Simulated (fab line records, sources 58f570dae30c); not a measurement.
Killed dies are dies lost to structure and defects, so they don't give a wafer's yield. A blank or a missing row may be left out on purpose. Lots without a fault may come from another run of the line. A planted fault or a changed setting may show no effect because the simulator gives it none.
Chamber matching | flow berkeley_cmos170 | UCB170_CONTACT_ETCH_17 on rie_diel-03: 4 sister chambers
The step etches BARC in N2/H2. 7 wafers are shown with their chamber, then 7 later ones without.

WAFERS WITH THEIR CHAMBER
wafer  | chamber | throttle_valve_pct (%) | drypump_motor_current_A (A)
L590.2 | 1       | 13.15                  | 5.4
L592.5 | 3       | 13.17                  | 5.0
L595.2 | 0       | 13.45                  | 5.7
L595.3 | 1       | 13.13                  | 5.5
L595.6 | 3       | 13.15                  | 5.0
L599.1 | 0       | 13.45                  | 5.7
L599.3 | 2       | 13.53                  | 5.6

WAFERS WITHOUT THEIR CHAMBER
wafer  | throttle_valve_pct (%) | drypump_motor_current_A (A)
L599.6 | 13.13                  | 5.4
L602.3 | 13.54                  | 5.6
L602.4 | 13.14                  | 5.4
L602.5 | 13.45                  | 5.7
L603.2 | 13.15                  | 5.5
L603.3 | 13.45                  | 5.7
L603.6 | 13.45                  | 5.6

WHICH CHAMBER EACH WENT THROUGH
wafer  | from the rows above | in truth
L599.6 | 1                   | 1
L602.3 | 2                   | 2
L602.4 | 1                   | 1
L602.5 | 0                   | 0
L603.2 | 1                   | 1
L603.3 | 0                   | 0
L603.6 | 0                   | 0
Placed correctly: 7 of 7. Can't be placed from these rows: 0. Placed wrongly: 0.
How it was worked out, from the rows above alone: a wafer's distance from a chamber is the root of the sum, over the readings, of the square of ((its reading less the chamber's mean) divided by the reading's scatter). The wafer belongs to the nearest chamber; if the next one is less than 2 further off, it can't be placed. A chamber's mean is the mean of its shown wafers. The scatter: the root of (the sum of the squares of (reading less its chamber's mean) over the shown wafers, divided by (wafers less chambers)).
